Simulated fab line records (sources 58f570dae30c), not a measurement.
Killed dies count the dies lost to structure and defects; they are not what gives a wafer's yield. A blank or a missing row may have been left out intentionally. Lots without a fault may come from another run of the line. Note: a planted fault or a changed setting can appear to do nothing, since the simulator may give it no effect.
2 desks, one fault || flow berkeley cmos170 || each desk has only its own numbers; what lay behind them comes last

TOOL OWNER'S DESK, implanter-03
For each lot that ran on this tool, the mean over its sampled wafers that have a number, from the tool's own readings at UCB170_PLDD_IMPLANT_08. Any lot whose mean is over 4 standard deviations away from the usual mean is out of limits and marked OUT; that distance is given in the brackets.
Columns: A = dose ions cm2 at UCB170_PLDD_IMPLANT_08, usual 5e+13; B = faraday current uA at UCB170_PLDD_IMPLANT_08, usual 159; C = rotation deg at UCB170_PLDD_IMPLANT_08, usual 0.003 degrees
{"lot": "L594", "first seen here": "day 8 19:07", "A": 5e+13, "B": 160, "C": 0.029}
{"lot": "L596", "first seen here": "day 9 02:37", "A": 5e+13, "B": 158, "C": -0.017}
{"lot": "L598", "first seen here": "day 9 19:46", "A": 5e+13, "B": 158, "C": -0.006}
{"lot": "L605", "first seen here": "day 11 04:56", "A": "5e+13 (-45) OUT", "B": 153, "C": -0.005}
{"lot": "L603", "first seen here": "day 11 06:14", "A": "5e+13 (-45) OUT", "B": 147, "C": -0.008}
Finding of this desk: L603, L605 out of limits; the first was L605 at day 11 04:56, on dose ions cm2 at UCB170_PLDD_IMPLANT_08. Within limits: L594, L596, L598.

FROM THE METROLOGY DESK
What the gauges read for every lot (on any tool): the sampled wafers with a number, averaged. Any lot whose mean is over 4 standard deviations away from the usual mean is out of limits and marked OUT; that distance is given in the brackets.
Columns: A = SCREENOX_OXIDE_THK at UCB170_SCREENOX_THK_MEAS_02, usual 14.44 nm; B = NLDD_OVL at UCB170_NLDD_OVL_MEAS_07, usual 4 nm; C = PLDD_RS at UCB170_SDANNEAL_RS_MEAS_04, usual 1031.6 ohm/sq
{"lot": "L588", "first seen here": "day 6 11:38", "A": 14.84, "B": -2, "C": 1028.5}
{"lot": "L589", "first seen here": "day 6 20:49", "A": 14.47, "B": 0, "C": 1032.6}
{"lot": "L592", "first seen here": "day 7 12:47", "A": 14.39, "B": 6, "C": 1030.4}
{"lot": "L594", "first seen here": "day 7 12:47", "A": 14.55, "B": 1, "C": 1029.9}
{"lot": "L596", "first seen here": "day 8 01:07", "A": 14.22, "B": 6, "C": 1036.8}
{"lot": "L595", "first seen here": "day 8 01:08", "A": 14.24, "B": -1, "C": 1029.2}
{"lot": "L598", "first seen here": "day 8 12:17", "A": 14.45, "B": -2, "C": 1028.9}
{"lot": "L597", "first seen here": "day 8 12:19", "A": 14.48, "B": 5, "C": 1034.9}
{"lot": "L605", "first seen here": "day 10 01:34", "A": 14.33, "B": 2, "C": "1056.0 (+9.0) OUT"}
{"lot": "L603", "first seen here": "day 10 01:34", "A": 14.08, "B": 4, "C": "1049.9 (+6.8) OUT"}
{"lot": "L604", "first seen here": "day 10 01:35", "A": 14.25, "B": -2, "C": 1034.5}
{"lot": "L606", "first seen here": "day 10 10:36", "A": 14.59, "B": 9, "C": 1031.3}
{"lot": "L607", "first seen here": "day 10 21:56", "A": 14.22, "B": 7, "C": 1031.1}
{"lot": "L611", "first seen here": "day 11 14:25", "A": 14.58, "B": 9, "C": 1032.1}
This desk reports L603, L605 out of limits; the earliest was L605 at day 11 22:11 (PLDD_RS at UCB170_SDANNEAL_RS_MEAS_04). Within limits: L588, L589, L592, L594, L596, L595, L598, L597, L604, L606, L607, L611.

ALL TOGETHER
The tool owner's desk could have raised an alarm at day 11 04:56, on L603, L605.
L603, L605 would have let the metrology desk raise an alarm at day 11 22:11.
Every lot named ran UCB170_PLDD_IMPLANT_08 on implanter-03.

WHAT THE SIMULATOR HAD PUT IN
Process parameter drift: implanter-03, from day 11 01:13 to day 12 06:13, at UCB170_PLDD_IMPLANT_08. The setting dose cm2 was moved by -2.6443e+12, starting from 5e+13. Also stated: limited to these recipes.
Shown lots that were struck: L603, L605.
Counting hours from when the fault started, the first reading out of limits came at 4 for the tool owner's desk and at 21 for the metrology desk.
